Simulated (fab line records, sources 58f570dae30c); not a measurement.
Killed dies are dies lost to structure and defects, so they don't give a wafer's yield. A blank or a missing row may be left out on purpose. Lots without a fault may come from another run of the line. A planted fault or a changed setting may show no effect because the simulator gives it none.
fab line records | flow berkeley_cmos170
record lots=6 wafers=18 last_day=12
route steps=331 shown GATE@143 PLDD@145 NLDD@158
lots that met no fault: from a run of the same line without faults
start_h: hours from the record's first day to the start of the lot's first wafer shown | wait_h: hours since the lot's step before | " the same as in the row above | L1.1+2: a row that stands for several wafers | - no value, or no start given | * or withheld: withheld | < > ~ a bound
route shown NAME@n: a module of which the file shows steps, and the number in the route of the first | usual: mean/standard deviation of fault-free wafers | same: alike in all rows | chamber/n: place in a boat | sites: the reading at each site | _std_site: their standard deviation | _edge_site: outer sites' mean less inner sites' | radius_mm: how far each site lies from the wafer's centre | mask NAME#n: copy n | behind: the tool/chamber that last shaped the wafer | hold: why the lot was held/for how many hours/how that ended | device: the transistor (n, p or np) that didn't switch | end of line: the same wafers' tests at the end of the route | a step without rows: its recipe alone | killed: dies lost to structure and defects at the first sort, not the wafer's yield | map: a wafer's dies, x killed, . not, _ none there
set.NAME: the setting as run; set.NAME@STEP: as run at that earlier step | model.NAME: the simulator's own value behind a step, which no gauge read
lots at some steps of the route; a table a step, a row a wafer
services: from which hour (start_h, from the record's first day; less than 0 if before it) a tool's chamber was out of use, for how many hours, and why
## steps
# step UCB170_GATE_CD_MEAS_90
# recipe target_cd_nm=350
# usual cd_nm=350.0/1.6
# columns lot.wafer tool chamber start_h wait_h cd_nm
L537.1 cd_sem-01 - 150.76 0.1 349.6
L537.3 " - " " 349.1
L537.5 " - " " 348.3
L541.1 cd_sem-01 - 164.28 0.1 350.2
L541.2 " - " " 349.0
L541.4 " - " " 350.3
L542.1 cd_sem-01 - 178.76 0.1 348.0
L542.4 " - " " 351.2
L542.5 " - " " 350.1
L551.1 cd_sem-02 - 216.44 0.1 349.3
L551.4 " - " " 350.0
L551.6 " - " " 351.1
L554.1 cd_sem-02 - 229.76 0.1 350.9
L554.2 " - " " 351.4
L554.5 " - " " 350.1
L558.2 cd_sem-02 - 251.83 0.2 349.6
L558.3 " - " " 350.7
L558.5 " - " " 348.9
# step UCB170_GATE_CLEAN_17
# recipe chemistry=SPM temp_c=120 time_s=600
# step UCB170_PLDD_HMDS_00
# recipe prime_time_s=60 prime_temp_c=100
# step UCB170_PLDD_COAT_01
# recipe resist=KrF spin_rpm=1500 resist_thk_nm=900
# step UCB170_PLDD_SOFTBAKE_02
# recipe resist=KrF temp_c=130 time_s=60
# step UCB170_PLDD_EXPOSE_03
# recipe mask_id=PSELECT na=0.5 sigma_outer=0.6 source_shape=conventional target_cd_nm=1200 dose_mj=30
# step UCB170_PLDD_PEB_04
# recipe peb_temp_c=130 peb_time_s=withheld resist=KrF
# step UCB170_PLDD_DEVELOP_05
# recipe developer=TMAH develop_time_s=45 resist=KrF dev_temp_c=21
# step UCB170_PLDD_CD_MEAS_06
# recipe target_cd_nm=1200
# usual cd_nm=1199.8/1.2
# columns lot.wafer tool chamber start_h wait_h cd_nm
L537.1 cd_sem-02 - 152.32 - 1200.7
L537.3 " - " " 1199.9
L537.5 " - " " 1200.3
L541.1 cd_sem-02 - 165.75 - 1199.4
L541.2 " - " " 1199.2
L541.4 " - " " 1198.2
L542.1 cd_sem-02 - 180.42 - 1199.8
L542.4 " - " " 1200.1
L542.5 " - " " 1200.2
L551.1 cd_sem-01 - 217.75 - 1200.4
L551.4 " - " " 1200.3
L551.6 " - " " 1201.0
L554.1 cd_sem-02 - 231.20 - 1199.7
L554.2 " - " " 1200.0
L554.5 " - " " 1201.0
L558.2 cd_sem-01 - 253.58 - 1200.6
L558.3 " - " " 1200.0
L558.5 " - " " 1200.6
# step UCB170_PLDD_OVL_MEAS_07
# usual PLDD_OVL=-1/5.5
# columns lot.wafer tool chamber start_h wait_h PLDD_OVL[nm]
L537.1 overlay-01 - 152.44 0.1 -1
L537.3 " - " " -9
L537.5 " - " " -1
L541.1 overlay-02 - 165.87 0.1 -13
L541.2 " - " " -5
L541.4 " - " " -2
L542.1 overlay-01 - 180.54 0.1 -3
L542.4 " - " " -4
L542.5 " - " " -6
L551.1 overlay-02 - 217.87 0.1 -2
L551.4 " - " " -4
L551.6 " - " " -2
L554.1 overlay-01 - 231.32 0.1 8
L554.2 " - " " -4
L554.5 " - " " 2
L558.2 overlay-02 - 253.69 0.1 7
L558.3 " - " " -8
L558.5 " - " " -3
# step UCB170_PLDD_IMPLANT_08
# recipe species=BF2 dose_cm2=5e+13 energy_kev=10 tilt_deg=7 rotation_deg=0
# step UCB170_PLDD_IMPLANT_09
# recipe species=BF2 dose_cm2=5e+13 energy_kev=10 tilt_deg=7 rotation_deg=180
# step UCB170_PLDD_STRIP_10
# recipe chemistry=O2 power_w=400 pressure_mtorr=3500 platen_temp_c=withheld o2_flow_sccm=400 overash_fraction=0.5
# usual chamber_pressure_mTorr=3500/3.1 drypump_motor_current_A=5.74/0.28 oes_product_au=0.734/0.0048 strip_time_to_endpoint_s=21.63/0.053
# columns lot.wafer tool chamber start_h wait_h chamber_pressure_mTorr drypump_motor_current_A oes_product_au rf_hours_counter_h strip_time_to_endpoint_s model.KrF_of_PLDD_COAT_01.thk_nm
L537.1 plasma_asher-01 1 152.77 0.1 3500 5.56 0.737 46 21.69 0
L537.3 " 1 " " 3500 5.57 0.738 - 21.68 0
L537.5 " 0 " " 3504 6.10 0.739 - 21.67 0
L541.1 plasma_asher-03 0 166.20 0.1 - - - - - 886.2
L541.2 " 1 " " - - - - - 886.7
L541.4 " 0 " " - - - - - 886
L542.1 plasma_asher-03 1 180.88 0.1 - - - - - 884.1
L542.4 " 1 " " - - - - - 882.1
L542.5 " 1 " " - - - - - 882.2
L551.1 plasma_asher-02 0 218.21 0.1 3503 5.63 0.736 46 21.69 0
L551.4 " 0 " " 3499 5.62 0.732 - 21.68 0
L551.6 " 0 " " 3502 5.62 0.736 - 21.70 0
L554.1 plasma_asher-03 1 231.66 0.1 3495 5.86 0.738 11 21.51 0
L554.2 " 0 " " 3499 5.28 0.727 11 21.61 0
L554.5 " 0 " " 3505 5.31 0.734 - 21.55 0
L558.2 plasma_asher-02 1 254.02 0.1 3502 6.05 0.733 51 21.64 0
L558.3 " 0 " " 3498 5.61 0.732 - 21.67 0
L558.5 " 1 " " 3496 6.04 0.732 - 21.53 0
# step UCB170_PLDD_TW_MEAS_11
# usual PLDD_TW=1010/8.7
# columns lot.wafer tool chamber start_h wait_h PLDD_TW
L537.1 film_metro-02 - 152.87 0.1 1029
L537.3 " - " " 1019
L537.5 " - " " 1024
L541.1 film_metro-04 - 166.30 0.1 1013
L541.2 " - " " 1020
L541.4 " - " " 1019
L542.1 film_metro-04 - 180.98 0.1 1002
L542.4 " - " " 1000
L542.5 " - " " 1001
L551.1 film_metro-02 - 218.31 0.1 1012
L551.4 " - " " 1011
L551.6 " - " " 1013
L554.1 film_metro-02 - 231.76 0.1 1014
L554.2 " - " " 1016
L554.5 " - " " 1017
L558.2 film_metro-02 - 254.13 0.1 1019
L558.3 " - " " 1010
L558.5 " - " " 1010
# step UCB170_PLDD_CLEAN_12
# recipe chemistry=SPM temp_c=120 time_s=600
# step UCB170_NLDD_HMDS_00
# recipe prime_time_s=60 prime_temp_c=100
# step UCB170_NLDD_COAT_01
# recipe resist=KrF spin_rpm=1500 resist_thk_nm=900
# step UCB170_NLDD_SOFTBAKE_02
# recipe resist=KrF temp_c=130 time_s=60
# step UCB170_NLDD_EXPOSE_03
# recipe mask_id=NSELECT na=0.5 sigma_outer=0.6 source_shape=conventional target_cd_nm=1200 dose_mj=30
# step UCB170_NLDD_PEB_04
# recipe peb_temp_c=130 peb_time_s=withheld resist=KrF
# step UCB170_NLDD_DEVELOP_05
# recipe developer=TMAH develop_time_s=45 resist=KrF dev_temp_c=21
# step UCB170_NLDD_CD_MEAS_06
# recipe target_cd_nm=1200
# usual cd_nm=1199.8/1.2
# columns lot.wafer tool chamber start_h wait_h cd_nm
L537.1 cd_sem-02 - 154.29 - 1200.8
L537.3 " - " " 1200.2
L537.5 " - " " 1198.8
L541.1 cd_sem-01 - 168.90 - 1199.6
L541.2 " - " " 1199.3
L541.4 " - " " 1199.5
L542.1 cd_sem-01 - 182.61 - 1198.2
L542.4 " - " " 1199.9
L542.5 " - " " 1197.5
L551.1 cd_sem-01 - 220.39 - 1198.7
L551.4 " - " " 1199.7
L551.6 " - " " 1200.3
L554.1 cd_sem-01 - 233.20 - 1200.7
L554.2 " - " " 1200.1
L554.5 " - " " 1199.3
L558.2 cd_sem-01 - 255.35 - 1201.9
L558.3 " - " " 1203.4
L558.5 " - " " 1202.4
# step UCB170_NLDD_OVL_MEAS_07
# usual NLDD_OVL=-1/5.1
# columns lot.wafer tool chamber start_h wait_h NLDD_OVL[nm]
L537.1 overlay-02 - 154.41 0.1 -1
L537.3 " - " " 6
L537.5 " - " " 1
L541.1 overlay-02 - 169.02 0.1 -4
L541.2 " - " " -5
L541.4 " - " " -3
L542.1 overlay-02 - 182.73 0.1 -9
L542.4 " - " " -9
L542.5 " - " " -9
L551.1 overlay-02 - 220.51 0.1 -6
L551.4 " - " " 1
L551.6 " - " " -7
L554.1 overlay-02 - 233.32 0.1 2
L554.2 " - " " -5
L554.5 " - " " -1
L558.2 overlay-01 - 255.46 0.1 -10
L558.3 " - " " -7
L558.5 " - " " -8
# step UCB170_NLDD_IMPLANT_08
# recipe species=As dose_cm2=5e+13 energy_kev=30 tilt_deg=7 rotation_deg=0
# step UCB170_NLDD_IMPLANT_09
# recipe species=As dose_cm2=5e+13 energy_kev=30 tilt_deg=7 rotation_deg=180
# step UCB170_NLDD_STRIP_10
# recipe chemistry=O2 power_w=400 pressure_mtorr=3500 platen_temp_c=withheld o2_flow_sccm=400 overash_fraction=0.5
# usual chamber_pressure_mTorr=3500.1/2.9 drypump_motor_current_A=5.57/0.29 oes_product_au=0.734/0.0043 strip_time_to_endpoint_s=21.64/0.071
# columns lot.wafer tool chamber start_h wait_h chamber_pressure_mTorr drypump_motor_current_A oes_product_au rf_hours_counter_h strip_time_to_endpoint_s
L537.1 plasma_asher-04 1 154.74 0.1 3498.5 5.44 0.735 36 21.55
L537.3 " 1 " " 3496.7 5.45 0.734 - 21.57
L537.5 " 0 " " 3500.1 5.26 0.729 - 21.54
L541.1 plasma_asher-01 1 169.36 0.1 3496.5 5.58 0.739 48 47.87
L541.2 " 0 " " 3499.0 6.11 0.732 48 47.87
L541.4 " 1 " " 3500.4 5.57 0.740 - 47.90
L542.1 plasma_asher-02 0 183.07 0.1 3500.5 5.62 0.741 41 47.83
L542.4 " 1 " " 3501.1 6.04 0.750 - 47.73
L542.5 " 1 " " 3503.8 6.03 0.742 - 47.78
L551.1 plasma_asher-04 0 220.84 0.1 3497.2 5.25 0.735 43 21.69
L551.4 " 0 " " 3502.3 5.25 0.730 - 21.70
L551.6 " 1 " " 3497.3 5.43 0.738 - 21.62
L554.1 plasma_asher-04 0 233.65 0.1 3502.7 5.27 0.735 44 21.69
L554.2 " 1 " " 3497.0 5.43 0.727 44 21.71
L554.5 " 0 " " 3497.4 5.24 0.733 - 21.70
L558.2 plasma_asher-02 1 255.79 0.1 3502.3 6.02 0.730 51 21.61
L558.3 " 0 " " 3496.4 5.61 0.735 - 21.57
L558.5 " 0 " " 3499.3 5.61 0.734 - 21.58
# step UCB170_NLDD_TW_MEAS_11
# usual NLDD_TW=2211/20
# columns lot.wafer tool chamber start_h wait_h NLDD_TW
L537.1 film_metro-02 - 154.93 0.2 2239
L537.3 " - " " 2243
L537.5 " - " " 2251
L541.1 film_metro-02 - 169.46 0.1 30
L541.2 " - " " 30
L541.4 " - " " 30
L542.1 film_metro-02 - 183.17 0.1 30
L542.4 " - " " 30
L542.5 " - " " 30
L551.1 film_metro-02 - 220.94 0.1 2229
L551.4 " - " " 2223
L551.6 " - " " 2222
L554.1 film_metro-04 - 233.75 0.1 2171
L554.2 " - " " 2188
L554.5 " - " " 2185
L558.2 film_metro-03 - 255.90 0.1 2205
L558.3 " - " " 2203
L558.5 " - " " 2206
# step UCB170_NLDD_CLEAN_12
# recipe chemistry=SPM temp_c=120 time_s=600
## services
# columns tool chamber start_h hours kind
plasma_asher-03 - 144.94 14.2 repair
plasma_asher-03 - 199.55 2.8 pm
plasma_asher-01 - 207.68 1.2 repair
plasma_asher-04 - 209.06 5.4 repair
## key
first_sign step=UCB170_PLDD_STRIP_10 reading=tool_record direction=missing
effect step=UCB170_NLDD_STRIP_10 reading=strip_time_to_endpoint_s direction=up sigmas=99+ usual=* struck=*
effect step=UCB170_NLDD_TW_MEAS_11 reading=NLDD_TW direction=down sigmas=99+ usual=2211 struck=30
model_effect step=UCB170_PLDD_STRIP_10 value=KrF_of_PLDD_COAT_01.thk_nm without=0 struck=884.6
met_at UCB170_PLDD_STRIP_10
struck_wafers L541.1,L541.2,L541.4,L542.1,L542.4,L542.5
sort_left_out L541.1,L541.2,L541.4,L542.1,L542.4,L542.5
tester_left_out L541,L542
fault kind=skipped_step_whole tool=plasma_asher-03 chamber=- onset_h=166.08 steps=UCB170_PLDD_STRIP_10 scope=struck_lots_only
# tester_left_out: of these lots the tester's yield and bins aren't shown, on N5 and GAA mostly nor the transistor test; their killed dies are dies lost to structure and defects alone, not to doping, threshold or leakage, so they don't give the yield
# sort_left_out: the simulated sort isn't trusted on such a fault, so these wafers' sort isn't shown, and their yield isn't known
